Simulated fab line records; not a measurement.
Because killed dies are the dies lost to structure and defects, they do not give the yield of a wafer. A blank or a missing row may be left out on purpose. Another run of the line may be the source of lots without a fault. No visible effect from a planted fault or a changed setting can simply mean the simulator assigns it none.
Which tool was responsible? / flow rit-cmos / 33 wafers from 11 lots sampled at 3 of the route's 202 steps

== WHAT THE GAUGES SHOWED, per wafer ==
RIT_FOX2_THK_MEAS_01.
lot=L468; measured=day 1 21:05; on=film-metro-02; FOX2_OXIDE_THK (nm)=350 353 357
lot=L469; measured=day 2 00:58; on=film-metro-02; FOX2_OXIDE_THK (nm)=350 359 355
lot=L470; measured=day 2 05:53; on=film-metro-03; FOX2_OXIDE_THK (nm)=356 349 348
lot=L471; measured=day 2 10:52; on=film-metro-02; FOX2_OXIDE_THK (nm)=340 342 346
lot=L472; measured=day 2 14:45; on=film-metro-03; FOX2_OXIDE_THK (nm)=351 352 355
lot=L480; measured=day 4 10:51; on=film-metro-01; FOX2_OXIDE_THK (nm)=354 348 352
lot=L481; measured=day 4 14:43; on=film-metro-03; FOX2_OXIDE_THK (nm)=351 347 349
lot=L483; measured=day 5 00:17; on=film-metro-02; FOX2_OXIDE_THK (nm)=347 347 349
lot=L484; measured=day 5 05:04; on=film-metro-03; FOX2_OXIDE_THK (nm)=339 340 341
lot=L485; measured=day 5 08:52; on=film-metro-03; FOX2_OXIDE_THK (nm)=363 361 359
lot=L489; measured=day 6 05:29; on=film-metro-01; FOX2_OXIDE_THK (nm)=348 355 353

RIT_NWELL_OVL_MEAS_06.
lot=L468; measured=day 1 22:55; on=overlay-02; NWELL_OVL (nm)=-0.3 1.2 -0.3
lot=L469; measured=day 2 02:54; on=overlay-01; NWELL_OVL (nm)=-0.1 -1.1 -3.1
lot=L470; measured=day 2 07:53; on=overlay-02; NWELL_OVL (nm)=-0.4 -0.4 -0.7
lot=L471; measured=day 2 12:52; on=overlay-01; NWELL_OVL (nm)=-0.1 -0.8 -0.4
lot=L472; measured=day 2 16:50; on=overlay-02; NWELL_OVL (nm)=4.6 3.6 1.9
lot=L480; measured=day 4 12:51; on=overlay-02; NWELL_OVL (nm)=-299.8 -299.8 -299.9
lot=L481; measured=day 4 16:32; on=overlay-02; NWELL_OVL (nm)=-300.6 -301.0 -299.9
lot=L483; measured=day 5 02:06; on=overlay-01; NWELL_OVL (nm)=0.4 -1.1 -0.1
lot=L484; measured=day 5 07:04; on=overlay-02; NWELL_OVL (nm)=-0.2 -0.7 1.2
lot=L485; measured=day 5 10:40; on=overlay-01; NWELL_OVL (nm)=-2.1 -2.0 -1.3
lot=L489; measured=day 6 07:31; on=overlay-02; NWELL_OVL (nm)=-2.5 -0.2 -0.8

== WHICH TOOL RAN EACH LOT (tool, then ch and the chambers of the sampled wafers, then the start) ==
lot=L468; RIT_NWELL_EXPOSE_03=iline-stepper-01 ch 0, day 1 22:29
lot=L469; RIT_NWELL_EXPOSE_03=iline-stepper-02 ch 0, day 2 02:29
lot=L470; RIT_NWELL_EXPOSE_03=iline-stepper-01 ch 0, day 2 07:30
lot=L471; RIT_NWELL_EXPOSE_03=iline-stepper-02 ch 0, day 2 12:26
lot=L472; RIT_NWELL_EXPOSE_03=iline-stepper-01 ch 0, day 2 16:25
lot=L480; RIT_NWELL_EXPOSE_03=iline-stepper-01 ch 0, day 4 12:27
lot=L481; RIT_NWELL_EXPOSE_03=iline-stepper-01 ch 0, day 4 16:06
lot=L483; RIT_NWELL_EXPOSE_03=iline-stepper-02 ch 0, day 5 01:40
lot=L484; RIT_NWELL_EXPOSE_03=iline-stepper-02 ch 0, day 5 06:27
lot=L485; RIT_NWELL_EXPOSE_03=iline-stepper-02 ch 0, day 5 10:14
lot=L489; RIT_NWELL_EXPOSE_03=iline-stepper-02 ch 0, day 6 07:05
- RIT_NWELL_EXPOSE_03: exposes mask M2, target cd 43900 nm.

== AS READ BY THE TOOLS THEMSELVES (means over the sampled wafers that have a number; for cases with no such wafer, the mark the record gives instead) ==
The record holds no such reading with a usual standard deviation.

== THE ANSWER, worked out from the rows above alone ==
Rule: what is usual is taken from the lots themselves. Put in order of their means at a reading, lots are off if they are a third of the lots or fewer, leave a main group of 4 or more, and stand apart from it by a gap of 3 or more times the standard deviation of the main group's means; of several such gaps the widest counts. Not used: any main group whose means are identical at the precision the tables above print for the reading. Also off: a lot with no number at a reading for which 4 or more lots have one. Any other lot the step has rows for is counted as sound. First the gauges in route order, then the tools' own readings, where a lot's mean is used as printed above. At the first step where some lot is off, the reading lying furthest off is the one used; lots without a number count as furthest.
Off: L480, L481, at RIT_NWELL_OVL_MEAS_06 (NWELL_OVL). Mean -0.2 nm and standard deviation 1.4 in the main group.
A tool fits if, at a process step before that reading, it ran every lot that is off, and no sound lot after the first of them. Gauges at RIT_NWELL_OVL_MEAS_06: tried the same way as those tools. One candidate fits, namely iline-stepper-01 at RIT_NWELL_EXPOSE_03. A fault onset in the window from L472 (day 2 16:25, its last sound lot) to L480 (day 4 12:27, its first lot off) fits.

== WHAT THE SIMULATOR PUT IN ==
Scanner matching overlay: iline-stepper-01, from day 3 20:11 on, at RIT_NWELL_EXPOSE_03. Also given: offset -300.
Lots struck among those shown: L480, L481. The rule given above showed the same thing.
